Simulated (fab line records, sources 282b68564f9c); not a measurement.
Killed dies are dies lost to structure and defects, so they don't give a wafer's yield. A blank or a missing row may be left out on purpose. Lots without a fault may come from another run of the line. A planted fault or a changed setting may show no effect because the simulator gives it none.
Which tool did it? | flow rit_cmos | 7 lots, 21 wafers sampled, at 2 steps of a route of 202

WHAT THE GAUGES READ, wafer by wafer
RIT_SDANNEAL_RS_MEAS_06: measures by four-point-probe.
lot  | measured    | on            | PLDD_RS (ohm/sq)
L946 | day 3 20:29 | film_metro-02 | 178.1 178.4 177.8
L948 | day 4 15:31 | film_metro-02 | 179.3 178.8 178.8
L951 | day 5 04:55 | film_metro-02 | 178.6 179.1 178.9
L952 | day 5 13:37 | film_metro-03 | 178.8 180.0 178.9
L956 | day 6 00:46 | film_metro-03 | 178.8 178.6 178.7
L958 | day 6 22:23 | film_metro-02 | 181.7 181.6 181.9 181.6 181.4 181.7
L966 | day 8 06:30 | film_metro-03 | 178.2 178.1 177.6

WHICH TOOL RAN EACH LOT (tool, then ch and the chambers of the sampled wafers, then the start)
lot  | RIT_PLDD_IMPLANT_08
L946 | implanter-03 ch 0, day 3 13:36
L948 | implanter-01 ch 0, day 4 08:26
L951 | implanter-01 ch 0, day 4 21:24
L952 | implanter-03 ch 0, day 5 06:50
L956 | implanter-04 ch 0, day 5 18:19
L958 | implanter-03 ch 0, day 6 15:46
L966 | implanter-01 ch 0, day 7 23:08
- RIT_PLDD_IMPLANT_08

THE ANSWER, worked out from the rows above alone
Rule: what is usual is taken from the lots themselves. Put in order of their means at a reading, lots are off if they are a third of the lots or fewer, leave a main group of 4 or more, and stand apart from it by a gap of 3 or more times the standard deviation of the main group's means; of several such gaps the widest counts. A main group whose means are all the same, to the digits that the tables above print for the reading, isn't used. A lot without any number at a reading at which 4 lots or more have one is off too. The other lots that the step has rows for count as sound.
Off: L958, at RIT_SDANNEAL_RS_MEAS_06 (PLDD_RS). The main group: mean 178.6 ohm/sq, standard deviation 0.46.
A tool fits if, at a process step before that reading, it ran every lot that is off, and no sound lot after the first of them. The gauges at RIT_SDANNEAL_RS_MEAS_06 are tried like those tools. Can't be told from this: 2 tools fit, implanter-03 at RIT_PLDD_IMPLANT_08, film_metro-02 at RIT_SDANNEAL_RS_MEAS_06.

WHAT THE SIMULATOR HAD PUT IN
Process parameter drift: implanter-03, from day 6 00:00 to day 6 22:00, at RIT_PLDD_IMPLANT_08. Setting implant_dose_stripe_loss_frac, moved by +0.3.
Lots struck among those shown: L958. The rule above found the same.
